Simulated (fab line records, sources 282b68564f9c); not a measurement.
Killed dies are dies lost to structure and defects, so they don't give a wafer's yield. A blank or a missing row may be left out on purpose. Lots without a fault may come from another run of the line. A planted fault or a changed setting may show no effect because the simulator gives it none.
fab line records | flow rit_cmos
record lots=14 wafers=42 last_day=7
route steps=202 shown WELLDRIVE@50 NWELL@51 PWELL@52 M1@202
lots that met no fault: from a run of the same line without faults
start_h: hours from the record's first day to the start of the lot's first wafer shown | wait_h: hours since the lot's step before | " the same as in the row above | L1.1+2: a row that stands for several wafers | - no value, or no start given | * or withheld: withheld | < > ~ a bound
route shown NAME@n: a module of which the file shows steps, and the number in the route of the first | usual: mean/standard deviation of fault-free wafers | same: alike in all rows | chamber/n: place in a boat | sites: the reading at each site | _std_site: their standard deviation | _edge_site: outer sites' mean less inner sites' | radius_mm: how far each site lies from the wafer's centre | mask NAME#n: copy n | behind: the tool/chamber that last shaped the wafer | hold: why the lot was held/for how many hours/how that ended | device: the transistor (n, p or np) that didn't switch | end of line: the same wafers' tests at the end of the route | a step without rows: its recipe alone | killed: dies lost to structure and defects at the first sort, not the wafer's yield | map: a wafer's dies, x killed, . not, _ none there
set.NAME: the setting as run; set.NAME@STEP: as run at that earlier step | model.NAME: the simulator's own value behind a step, which no gauge read
steps of the route over a sample of lots; a table a step, a row a wafer
services: from which hour (start_h, from the record's first day; less than 0 if before it) a tool's chamber was out of use, for how many hours, and why
## steps
# step RIT_WELLDRIVE_ANNEAL_00
# recipe temp_c=1100 time_s=14700 ambient=N2
# usual run_length_s=18274/7.1 spike_tc_source_C=1126/3.5 zone_power_source_pct=44.5/1.9
# columns lot.wafer tool chamber start_h wait_h run_length_s spike_tc_source_C zone_power_source_pct
L146.3 furnace-02 0 23.43 0.5 18263 1133 46.0
L146.4 " 0 " " 18263 1132 46.2
L146.5 " 0 " " 18263 1130 45.3
L147.2 furnace-04 0 28.75 0.0 18273 1124 41.5
L147.3 " 0 " " 18273 1123 42.0
L147.4 " 0 " " 18273 1126 43.1
L148.2 furnace-04 0 33.83 1.1 18274 1124 42.3
L148.3 " 0 " " 18274 1122 42.5
L148.4 " 0 " " 18274 1123 42.4
L149.1 furnace-02 0 38.58 0.1 18273 1132 46.0
L149.2 " 0 " " 18273 1131 46.0
L149.5 " 0 " " 18273 1130 46.4
L150.1 furnace-04 0 42.49 0.1 18274 1121 42.1
L150.3 " 0 " " 18274 1125 42.3
L150.6 " 0 " " 18274 1125 42.7
L151.1 furnace-03 0 49.26 0.1 18280 1125 46.3
L151.3 " 0 " " 18280 1126 46.5
L151.6 " 0 " " 18280 1124 46.2
L153.3 furnace-04 0 58.46 0.3 18290 1125 42.0
L153.4 " 0 " " 18290 1121 42.0
L153.6 " 0 " " 18290 1122 42.4
L154.3 furnace-02 0 63.36 0.4 18265 1133 45.7
L154.4 " 0 " " 18265 1131 46.4
L154.6 " 0 " " 18265 1133 45.9
L155.3 furnace-04 0 68.37 1.0 18274 1125 41.6
L155.4 " 0 " " 18274 1124 41.9
L155.5 " 0 " " 18274 1124 42.3
L161.1 furnace-04 0 100.04 0.1 9454 1122 41.9
L161.3 " 0 " " 9454 1124 42.3
L161.4 " 0 " " 9454 1124 43.0
L163.1 furnace-04 0 108.48 0.1 9456 1122 42.0
L163.2 " 0 " " 9456 1122 42.8
L163.5 " 0 " " 9456 1124 42.1
L166.4 furnace-02 0 125.12 0.0 18259 1131 45.4
L166.5 " 0 " " 18259 1132 45.6
L166.6 " 0 " " 18259 1131 45.0
L168.1 furnace-03 0 132.50 0.1 18278 1125 46.6
L168.4 " 0 " " 18278 1123 45.9
L168.5 " 0 " " 18278 1124 47.2
L169.2 furnace-03 0 137.84 0.1 18283 1123 46.6
L169.3 " 0 " " 18283 1124 46.3
L169.5 " 0 " " 18283 1125 46.0
# step RIT_WELLDRIVE_RS_MEAS_01
# recipe thk_meas_gauge=four-point-probe
# usual NWELL_RS=275.2/0.75
# columns lot.wafer tool chamber start_h wait_h NWELL_RS[ohm/sq]
L146.3 film_metro-02 - 28.56 0.0 275.2
L146.4 " - " " 275.5
L146.5 " - " " 275.2
L147.2 film_metro-02 - 33.85 0.0 274.8
L147.3 " - " " 275.5
L147.4 " - " " 275.0
L148.2 film_metro-03 - 38.93 0.0 274.6
L148.3 " - " " 274.5
L148.4 " - " " 274.6
L149.1 film_metro-02 - 43.66 0.0 273.9
L149.2 " - " " 274.2
L149.5 " - " " 273.9
L150.1 film_metro-03 - 47.58 0.0 274.8
L150.3 " - " " 274.9
L150.6 " - " " 275.3
L151.1 film_metro-02 - 54.34 0.0 275.1
L151.3 " - " " 274.6
L151.6 " - " " 274.6
L153.3 film_metro-02 - 63.58 0.0 275.2
L153.4 " - " " 276.0
L153.6 " - " " 275.5
L154.3 film_metro-01 - 68.49 0.0 274.8
L154.4 " - " " 274.8
L154.6 " - " " 274.1
L155.3 film_metro-01 - 73.49 0.0 275.8
L155.4 " - " " 275.6
L155.5 " - " " 276.1
L161.1 film_metro-02 - 105.13 2.5 320.3
L161.3 " - " " 319.8
L161.4 " - " " 320.8
L163.1 film_metro-02 - 113.57 2.5 320.7
L163.2 " - " " 321.4
L163.5 " - " " 320.9
L166.4 film_metro-02 - 130.26 0.1 274.4
L166.5 " - " " 273.8
L166.6 " - " " 274.8
L168.1 film_metro-01 - 137.59 0.0 273.8
L168.4 " - " " 275.2
L168.5 " - " " 274.7
L169.2 film_metro-02 - 142.94 0.0 275.5
L169.3 " - " " 275.6
L169.5 " - " " 275.3
# step RIT_WELLDRIVE_RS_MEAS_02
# recipe thk_meas_gauge=four-point-probe
# usual PWELL_RS=429.4/1.1
# columns lot.wafer tool chamber start_h wait_h PWELL_RS[ohm/sq]
L146.3 film_metro-02 - 28.68 0.1 428.6
L146.4 " - " " 427.9
L146.5 " - " " 429.2
L147.2 film_metro-02 - 33.97 0.1 429.2
L147.3 " - " " 430.1
L147.4 " - " " 429.8
L148.2 film_metro-03 - 39.05 0.1 428.1
L148.3 " - " " 427.8
L148.4 " - " " 428.9
L149.1 film_metro-02 - 43.78 0.1 429.2
L149.2 " - " " 429.9
L149.5 " - " " 431.0
L150.1 film_metro-03 - 47.70 0.1 428.9
L150.3 " - " " 429.2
L150.6 " - " " 429.1
L151.1 film_metro-02 - 54.46 0.1 428.5
L151.3 " - " " 429.0
L151.6 " - " " 429.4
L153.3 film_metro-02 - 63.70 0.1 430.6
L153.4 " - " " 429.7
L153.6 " - " " 430.9
L154.3 film_metro-01 - 68.61 0.1 428.1
L154.4 " - " " 427.6
L154.6 " - " " 429.0
L155.3 film_metro-01 - 73.61 0.1 429.5
L155.4 " - " " 430.4
L155.5 " - " " 430.1
L161.1 film_metro-02 - 105.25 0.1 474.6
L161.3 " - " " 474.3
L161.4 " - " " 473.0
L163.1 film_metro-02 - 113.69 0.1 473.8
L163.2 " - " " 475.2
L163.5 " - " " 474.6
L166.4 film_metro-02 - 130.38 0.1 428.8
L166.5 " - " " 428.7
L166.6 " - " " 429.3
L168.1 film_metro-01 - 137.71 0.1 430.9
L168.4 " - " " 431.5
L168.5 " - " " 430.3
L169.2 film_metro-02 - 143.06 0.1 427.2
L169.3 " - " " 427.5
L169.5 " - " " 426.8
# step RIT_M1_PROBE_99
# usual killed_at_contacts=0.0/0.16 killed_at_front_end=7/3 killed_dies=7/3 killed_open=3.5/2 killed_short=3.6/2.1
# same gross_dies=264 killed_at_M0_to_M3=0 killed_at_M4_up=0 killed_at_back_side=0 killed_at_other=0
# columns lot.wafer tool chamber start_h wait_h killed_at_contacts killed_at_front_end killed_dies killed_open killed_short
L148.2 prober-01 - 68.52 0.1 0 11 11 5 6
L148.3 prober-01 - 68.57 0.2 0 9 9 4 5
L148.4 prober-01 - 68.62 0.2 0 8 8 7 1
L151.1 prober-02 - 83.44 0.1 0 7 7 4 3
L151.3 prober-02 - 83.54 0.2 0 7 7 3 4
L151.6 prober-02 - 83.69 0.2 0 3 3 0 3
L155.3 prober-02 - 104.23 0.2 0 2 2 1 1
L155.4 prober-02 - 104.28 0.2 0 12 12 6 6
L155.5 prober-02 - 104.33 0.2 0 5 5 3 2
L163.1 prober-02 - 141.73 0.1 0 10 10 5 5
L163.2 prober-02 - 141.78 0.1 0 6 6 3 3
L163.5 prober-02 - 141.93 0.2 0 3 3 2 1
# killed by level:class
L148.2 GATE:geometric_particle:short=4 FOX1:geometric_particle:short=2 GATE:geometric_particle:open=2 FOX1:geometric_particle:open=1 REOX:geometric_particle:open=1 SILICIDE:geometric_particle:open=1
L148.3 GATE:geometric_particle:open=3 FOX2:geometric_particle:short=2 GATE:geometric_particle:short=2 FOX1:geometric_particle:short=1 REOX:geometric_particle:open=1
L148.4 GATE:geometric_particle:open=4 FOX1:geometric_particle:open=1 SPACER:geometric_particle:open=1 GATE:geometric_particle:short=1 REOX:geometric_particle:open=1
L151.1 GATE:geometric_particle:short=2 FOX2:geometric_particle:open=1 GATE:geometric_particle:open=1 REOX:geometric_particle:short=1 REOX:geometric_particle:open=1 SPACER:geometric_particle:open=1
L151.3 REOX:geometric_particle:short=4 REOX:geometric_particle:open=2 FOX1:geometric_particle:open=1
L151.6 GATE:geometric_particle:short=2 SPACER:geometric_particle:short=1
L155.3 GATE:geometric_particle:short=1 GATE:geometric_particle:open=1
L155.4 GATE:geometric_particle:short=3 REOX:geometric_particle:short=3 GATE:geometric_particle:open=2 SILICIDE:geometric_particle:open=2 FOX2:geometric_particle:open=1 SPACER:geometric_particle:open=1
L155.5 SPACER:geometric_particle:open=2 SILICIDE:geometric_particle:short=2 GATE:geometric_particle:open=1
L163.1 SPACER:geometric_particle:open=3 FOX1:geometric_particle:short=2 GATE:geometric_particle:open=2 GATE:geometric_particle:short=1 REOX:geometric_particle:short=1 SPACER:geometric_particle:short=1
L163.2 GATE:geometric_particle:short=2 FOX1:geometric_particle:short=1 FOX2:geometric_particle:open=1 GATE:geometric_particle:open=1 SILICIDE:geometric_particle:open=1
L163.5 FOX1:geometric_particle:open=1 GATE:geometric_particle:open=1 SPACER:geometric_particle:short=1
## services
# columns tool chamber start_h hours kind
furnace-02 - 29.73 3.2 pm
furnace-02 - 53.88 3.6 pm
furnace-04 - 90.00 9.9 pm
furnace-03 - 95.16 4.2 pm
## key
first_sign step=RIT_WELLDRIVE_ANNEAL_00 reading=run_length_s direction=down sigmas=99+ usual=* struck=*
effect step=RIT_WELLDRIVE_RS_MEAS_01 reading=NWELL_RS direction=up sigmas=61 usual=275.2 struck=320.7
effect step=RIT_WELLDRIVE_RS_MEAS_02 reading=PWELL_RS direction=up sigmas=41 usual=429.4 struck=474.2
met_at RIT_WELLDRIVE_ANNEAL_00
struck_lots L161,L163
tester_left_out L161,L163
onset_between 68.37 100.04
fault kind=process_parameter_drift tool=furnace-04 chamber=- onset_h=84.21 steps=RIT_WELLDRIVE_ANNEAL_00 channel=time_s offset=* shape=step end_h=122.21 acts_in=* stated=*
# tester_left_out: of these lots the tester's yield and bins aren't shown, on N5 and GAA mostly nor the transistor test; their killed dies are dies lost to structure and defects alone, not to doping, threshold or leakage, so they don't give the yield
